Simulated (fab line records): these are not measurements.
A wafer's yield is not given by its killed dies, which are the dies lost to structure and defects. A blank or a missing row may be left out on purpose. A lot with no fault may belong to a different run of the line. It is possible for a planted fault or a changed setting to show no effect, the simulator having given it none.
Which tool did it? :: flow berkeley cmos170 :: 14 lots with 42 wafers sampled at 4 steps, on a route of 331 steps

WHAT THE GAUGES READ, wafer by wafer
UCB170_PLDD_OVL_MEAS_07.
lot: L235
measured: day 7 21:54
on: overlay-02
PLDD_OVL (nm): 0 -1 -7

lot: L236
measured: day 7 21:55
on: overlay-01
PLDD_OVL (nm): 10 0 -4

lot: L238
measured: day 8 13:43
on: overlay-01
PLDD_OVL (nm): 2 -6 -1

lot: L237
measured: day 8 13:10
on: overlay-01
PLDD_OVL (nm): -3 -3 0

lot: L240
measured: day 8 13:45
on: overlay-02
PLDD_OVL (nm): 2 -4 -5

lot: L239
measured: day 8 13:27
on: overlay-02
PLDD_OVL (nm): -1 2 0

lot: L242
measured: day 9 09:02
on: overlay-02
PLDD_OVL (nm): -4 -4 -7

lot: L246
measured: day 9 09:35
on: overlay-02
PLDD_OVL (nm): 5 0 1

lot: L249
measured: day 10 04:46
on: overlay-02
PLDD_OVL (nm): -9 -6 -7

lot: L247
measured: day 10 04:37
on: overlay-02
PLDD_OVL (nm): -3 -4 -8

lot: L251
measured: day 10 19:48
on: overlay-02
PLDD_OVL (nm): -2 -2 4

lot: L253
measured: day 11 12:20
on: overlay-01
PLDD_OVL (nm): -3 4 -5

lot: L254
measured: day 11 11:38
on: overlay-01
PLDD_OVL (nm): -4 -4 -5

lot: L256
measured: day 11 23:38
on: overlay-02
PLDD_OVL (nm): -7 -5 -6

UCB170_NLDD_OVL_MEAS_07.
lot: L235
measured: day 7 23:42
on: overlay-01
NLDD_OVL (nm): 4 3 6

lot: L236
measured: day 7 23:35
on: overlay-02
NLDD_OVL (nm): 4 6 4

lot: L238
measured: day 8 16:12
on: overlay-02
NLDD_OVL (nm): 1 8 0

lot: L237
measured: day 8 15:39
on: overlay-01
NLDD_OVL (nm): 6 15 9

lot: L240
measured: day 8 16:17
on: overlay-02
NLDD_OVL (nm): 8 2 6

lot: L239
measured: day 8 15:56
on: overlay-01
NLDD_OVL (nm): 12 4 1

lot: L242
measured: day 9 10:46
on: overlay-02
NLDD_OVL (nm): -5 -2 -2

lot: L246
measured: day 9 13:43
on: overlay-02
NLDD_OVL (nm): 10 9 8

lot: L249
measured: day 10 11:34
on: overlay-02
NLDD_OVL (nm): -8 11 0

lot: L247
measured: day 10 11:17
on: overlay-02
NLDD_OVL (nm): -1 3 13

lot: L251
measured: day 10 21:44
on: overlay-01
NLDD_OVL (nm): 5 7 19

lot: L253
measured: day 11 14:23
on: overlay-01
NLDD_OVL (nm): 3 -2 -3

lot: L254
measured: day 11 13:53
on: overlay-02
NLDD_OVL (nm): 3 11 7

lot: L256
measured: day 12 01:42
on: overlay-01
NLDD_OVL (nm): 0 3 -5

WHICH TOOL RAN EACH LOT (tool, then ch and the chambers of the sampled wafers, then the start)
lot: L235
UCB170_PFIELD_STRIP_08: plasma asher-02 ch 0,1, day 5 11:47
UCB170_GATE_ETCH_15: rie si-01 ch 0,2, day 7 19:51

lot: L236
UCB170_PFIELD_STRIP_08: plasma asher-01 ch 0,1, day 5 12:10
UCB170_GATE_ETCH_15: rie si-02 ch 1,2, day 7 19:56

lot: L238
UCB170_PFIELD_STRIP_08: plasma asher-03 ch 0,1, day 5 23:48
UCB170_GATE_ETCH_15: rie si-01 ch 0,1,2, day 8 09:12

lot: L237
UCB170_PFIELD_STRIP_08: plasma asher-01 ch 0,1, day 5 23:59
UCB170_GATE_ETCH_15: rie si-01 ch 2,3, day 8 08:35

lot: L240
UCB170_PFIELD_STRIP_08: plasma asher-01 ch 0,1, day 6 12:34
UCB170_GATE_ETCH_15: rie si-02 ch 0,2,3, day 8 09:45

lot: L239
UCB170_PFIELD_STRIP_08: plasma asher-02 ch 0,1, day 6 13:03
UCB170_GATE_ETCH_15: rie si-02 ch 0,1,3, day 8 08:55

lot: L242
UCB170_PFIELD_STRIP_08: plasma asher-02 ch 1, day 7 03:55
UCB170_GATE_ETCH_15: rie si-01 ch 1,2,3, day 9 06:38

lot: L246
UCB170_PFIELD_STRIP_08: plasma asher-03 ch 0,1, day 7 09:24
UCB170_GATE_ETCH_15: rie si-01 ch 0,2, day 9 07:02

lot: L249
UCB170_PFIELD_STRIP_08: plasma asher-01 ch 0,1, day 7 19:05
UCB170_GATE_ETCH_15: rie si-02 ch 0,1,2, day 10 02:25

lot: L247
UCB170_PFIELD_STRIP_08: plasma asher-03 ch 0,1, day 7 19:23
UCB170_GATE_ETCH_15: rie si-01 ch 1,2,3, day 10 02:09

lot: L251
UCB170_PFIELD_STRIP_08: plasma asher-01 ch 0,1, day 8 11:31
UCB170_GATE_ETCH_15: rie si-02 ch 0,1,2, day 10 18:04

lot: L253
UCB170_PFIELD_STRIP_08: plasma asher-03 ch 0,1, day 8 21:50
UCB170_GATE_ETCH_15: rie si-01 ch 0,3, day 11 10:00

lot: L254
UCB170_PFIELD_STRIP_08: plasma asher-03 ch 0,1, day 8 22:25
UCB170_GATE_ETCH_15: rie si-02 ch 0,2,3, day 11 09:43

lot: L256
UCB170_PFIELD_STRIP_08: plasma asher-03 ch 0,1, day 9 13:08
UCB170_GATE_ETCH_15: rie si-01 ch 0,1,2, day 11 21:27
- UCB170_PFIELD_STRIP_08: strips in O2.
- UCB170_GATE_ETCH_15: etches poly-Si in HBr/Cl2, stops on SiO2, time 56.3 s, target depth 278.2 nm.

WHAT THE TOOLS THEMSELVES READ (means of the sampled wafers that have a number; where no wafer has one, the mark that the record gives instead)
UCB170_PFIELD_STRIP_08.
lot: L235
tool: plasma asher-02
drypump motor current A (A): 5.36
oes product au (a.u.): 0.732
strip time to endpoint s (s): 21.62

lot: L236
tool: plasma asher-01
drypump motor current A (A): 5.57
oes product au (a.u.): 0.738
strip time to endpoint s (s): 21.60

lot: L238
tool: plasma asher-03
drypump motor current A (A): 5.58
oes product au (a.u.): 0.733
strip time to endpoint s (s): 21.57

lot: L237
tool: plasma asher-01
drypump motor current A (A): 5.30
oes product au (a.u.): 0.731
strip time to endpoint s (s): 21.60

lot: L240
tool: plasma asher-01
drypump motor current A (A): 5.57
oes product au (a.u.): 0.735
strip time to endpoint s (s): 21.69

lot: L239
tool: plasma asher-02
drypump motor current A (A): 5.38
oes product au (a.u.): 0.737
strip time to endpoint s (s): 21.54

lot: L242
tool: plasma asher-02
drypump motor current A (A): 5.40
oes product au (a.u.): 0.737
strip time to endpoint s (s): 21.60

lot: L246
tool: plasma asher-03
drypump motor current A (A): 5.60
oes product au (a.u.): 0.736
strip time to endpoint s (s): 21.64

lot: L249
tool: plasma asher-01
drypump motor current A (A): 5.56
oes product au (a.u.): 0.735
strip time to endpoint s (s): 21.48

lot: L247
tool: plasma asher-03
drypump motor current A (A): 5.59
oes product au (a.u.): 0.738
strip time to endpoint s (s): 21.55

lot: L251
tool: plasma asher-01
drypump motor current A (A): 5.30
oes product au (a.u.): 0.731
strip time to endpoint s (s): 21.58

lot: L253
tool: plasma asher-03
drypump motor current A (A): 5.60
oes product au (a.u.): 0.735
strip time to endpoint s (s): 21.53

lot: L254
tool: plasma asher-03
drypump motor current A (A): 5.59
oes product au (a.u.): 0.732
strip time to endpoint s (s): 21.56

lot: L256
tool: plasma asher-03
drypump motor current A (A): 5.61
oes product au (a.u.): 0.736
strip time to endpoint s (s): 21.62

UCB170_GATE_ETCH_15.
lot: L235
tool: rie si-01
drypump motor current A (A): 6.0
oes product au (a.u.): 0.814
throttle valve pct (%): 26.23

lot: L236
tool: rie si-02
drypump motor current A (A): 5.8
oes product au (a.u.): 0.842
throttle valve pct (%): 26.44

lot: L238
tool: rie si-01
drypump motor current A (A): 5.8
oes product au (a.u.): 0.822
throttle valve pct (%): 26.21

lot: L237
tool: rie si-01
drypump motor current A (A): 5.2
oes product au (a.u.): 0.839
throttle valve pct (%): 26.69

lot: L240
tool: rie si-02
drypump motor current A (A): 5.8
oes product au (a.u.): 0.839
throttle valve pct (%): 26.55

lot: L239
tool: rie si-02
drypump motor current A (A): 5.8
oes product au (a.u.): 0.825
throttle valve pct (%): 26.68

lot: L242
tool: rie si-01
drypump motor current A (A): 5.6
oes product au (a.u.): 0.833
throttle valve pct (%): 26.47

lot: L246
tool: rie si-01
drypump motor current A (A): 5.6
oes product au (a.u.): 0.809
throttle valve pct (%): 26.20

lot: L249
tool: rie si-02
drypump motor current A (A): 5.9
oes product au (a.u.): 0.840
throttle valve pct (%): 26.54

lot: L247
tool: rie si-01
drypump motor current A (A): 5.6
oes product au (a.u.): 0.832
throttle valve pct (%): 26.46

lot: L251
tool: rie si-02
drypump motor current A (A): 5.8
oes product au (a.u.): 0.832
throttle valve pct (%): 26.52

lot: L253
tool: rie si-01
drypump motor current A (A): 5.0
oes product au (a.u.): 0.895
throttle valve pct (%): 26.42

lot: L254
tool: rie si-02
drypump motor current A (A): 5.8
oes product au (a.u.): 0.838
throttle valve pct (%): 26.55

lot: L256
tool: rie si-01
drypump motor current A (A): 5.8
oes product au (a.u.): 0.890
throttle valve pct (%): 26.22

THE ANSWER, worked out from the rows above alone
Rule: what is usual is taken from the lots themselves. The widest of any qualifying gaps counts: lots, ordered by their means at a reading, are off when they make up no more than a third of the lots, leave a main group of 4 or more, and stand apart from it by 3 or more times the standard deviation of that group's means. A main group whose means are all the same, to the digits that the tables above print for the reading, isn't used. A lot without any number at a reading at which 4 lots or more have one is off too. All remaining lots with rows at the step are treated as sound. After the gauges, taken in route order, come the tools' own readings; for these a lot's mean is taken, as printed above. The first step at which some lot is off is used, and at that step the reading that is off furthest; a lot without a number counts as furthest.
Off, at UCB170_GATE_ETCH_15 on oes product au: L253, L256. For the main group the mean is 0.830 a.u. and the standard deviation 0.01.
If a tool, at that step or one of the process steps before it, ran each lot that is off and ran no sound lot following the first of them, it fits. One candidate fits, namely rie si-01 at UCB170_GATE_ETCH_15. A fault onset in the window from L247 (day 10 02:09, its last sound lot) to L253 (day 11 10:00, its first lot off) fits.
On the lots that are off, the tool's own readings at UCB170_GATE_ETCH_15 differ by more than 5 times the standard deviation of the sound lots' means, which bears it out; oes product au reads 0.893 a.u. there versus 0.830 a.u. on the sound lots.

WHAT WAS PUT IN BY THE SIMULATOR
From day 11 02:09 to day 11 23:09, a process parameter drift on rie si-01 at UCB170_GATE_ETCH_15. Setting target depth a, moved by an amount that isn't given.
Shown lots that were struck: L253, L256. This agrees with what the rule above found.
